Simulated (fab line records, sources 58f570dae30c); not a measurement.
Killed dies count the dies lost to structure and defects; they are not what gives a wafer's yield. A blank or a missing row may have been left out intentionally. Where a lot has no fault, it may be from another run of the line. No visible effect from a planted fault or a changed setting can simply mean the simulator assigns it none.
Problem report, 8D (eight disciplines) form, completed by code || flow berkeley-cmos170 || the parts of the form that need people (team, actions taken, sign-off) are left out

== 1. THE ISSUE ==
PSD_TW at UCB170_PSD_TW_MEAS_10 reads a mean of 1933 on 6 wafers of 2 lots; wafers without a fault read 2322 with a standard deviation of 14. That is -28 standard deviations from the usual mean.
Earliest sighting: wafer L681.1 on film-metro-04 at day 8 17:03. The record has a number at this step for 42 wafers belonging to 14 lots. The rule behind "out" and "out of limits": a value lying over 4 standard deviations away from the usual mean. Any other wafer with a number is counted as sound.

== 2. WHAT THIS IS AND IS NOT ==
{"question": "which readings at this step", "is": "PSD_TW", "is not": "-"}
{"question": "which lots", "is": "L681, L682", "is not": "L673, L674, L675, L676, L677, L689, L690, L691, L692, L693, L694, L696"}
{"question": "which wafers of those lots", "is": "all that have a number", "is not": "-"}
{"question": "read on which gauges", "is": "film-metro-01, film-metro-04", "is not": "film-metro-03"}
{"question": "when", "is": "from day 8 17:03", "is not": "up to then (15 sound wafers); but 21 sound wafers of L689, L690, L691, L692, L693, L694, L696 came after"}

== 3. WHAT RULES OUT EACH SUSPECT ==
Counting: a tool at a process step up to the reading stays a suspect if it ran every lot that is out and no sound lot after the first of them.
- ruled out: the gauge at UCB170_PSD_TW_MEAS_10. The wafers that are out were read on 2 gauges (film-metro-01, film-metro-04).
- implanter-01 at UCB170_PSD_IMPLANT_08: ruled out as a lasting fault. Sound lots L696 ran on it after its first lot that is out, L681 (day 8 16:48).
- plasma-asher-04 at UCB170_PSD_STRIP_09 (strips in O2): ruled out as a lasting fault. Sound lots L691, L692, L696 ran on it after its first lot that is out, L681 (day 8 16:57).
Left after counting: nothing in the record.

== 4. THE CAUSE (what the simulator had put in) ==
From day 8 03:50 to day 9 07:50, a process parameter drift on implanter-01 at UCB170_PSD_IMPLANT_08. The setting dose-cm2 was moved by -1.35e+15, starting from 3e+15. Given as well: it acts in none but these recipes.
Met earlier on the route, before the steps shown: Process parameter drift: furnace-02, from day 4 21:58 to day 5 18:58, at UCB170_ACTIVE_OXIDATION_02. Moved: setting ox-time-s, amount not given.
It was ruled out by counting, in error; the rule expects a fault to strike all lots run on its tool from its start on, and this fault did not.

== 5. THE EFFECT CHAIN, in route order ==
Rows list readings where the struck wafers' mean (over those with a number) sits beyond 3 standard deviations from the usual. Only readings whose record carries a usual standard deviation are examined. hours: median over the lots of the time between each lot's start at the first step of this table that gives one and its start at this step. sigmas: the change, counted in usual standard deviations.
{"hours": 0, "step": "UCB170_PSD_IMPLANT_08", "reading": "dose-ions-cm2", "usual": 3.001e+15, "on struck wafers": 1.653e+15, "change": -1.348e+15, "sigmas": "-99 or more"}
{"hours": 0, "step": "UCB170_PSD_IMPLANT_08", "reading": "end-station-pressure-torr", "usual": "1.25e-05 Torr", "on struck wafers": 9.18e-06, "change": -3.32e-06, "sigmas": -5.8}
{"hours": 0, "step": "UCB170_PSD_IMPLANT_08", "reading": "faraday-current-uA", "usual": 9265, "on struck wafers": 5199, "change": -4066, "sigmas": -21}
{"hours": 0, "step": "UCB170_PSD_STRIP_09", "reading": "oes-product-au", "usual": "0.600 a.u.", "on struck wafers": 0.692, "change": "+0.092", "sigmas": "+19"}
{"hours": 0, "step": "UCB170_PSD_STRIP_09", "reading": "strip-time-to-endpoint-s", "usual": "29.37 s", "on struck wafers": 23.54, "change": -5.83, "sigmas": -79}
{"hours": 0, "step": "UCB170_PSD_TW_MEAS_10", "reading": "PSD_TW", "usual": 2322, "on struck wafers": 1933, "change": -389, "sigmas": -28}
{"hours": 3, "step": "UCB170_SDANNEAL_RS_MEAS_02", "reading": "PSD_RS", "usual": "75.52 ohm/sq", "on struck wafers": 113.94, "change": "+38.42", "sigmas": "+99 or more"}
Its process steps:
- UCB170_PSD_IMPLANT_08
- UCB170_PSD_STRIP_09: strips in O2.
At these later measuring or inspecting steps, every struck wafer for which the step has a row has a number for every such reading, and none has moved that far: UCB170_NSD_OVL_MEAS_07.

== 6. HOW IT WOULD HAVE BEEN CAUGHT EARLIER ==
13 hours passed between the start of the fault at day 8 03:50 and the first reading out of limits at a measuring or inspecting step in this record, taken at day 8 17:03.
The tool's own readings at UCB170_PSD_IMPLANT_08 were out on every struck wafer that the step has a row for (dose-ions-cm2, end-station-pressure-torr, faraday-current-uA): an alarm limit on them would have fired on the first of those.
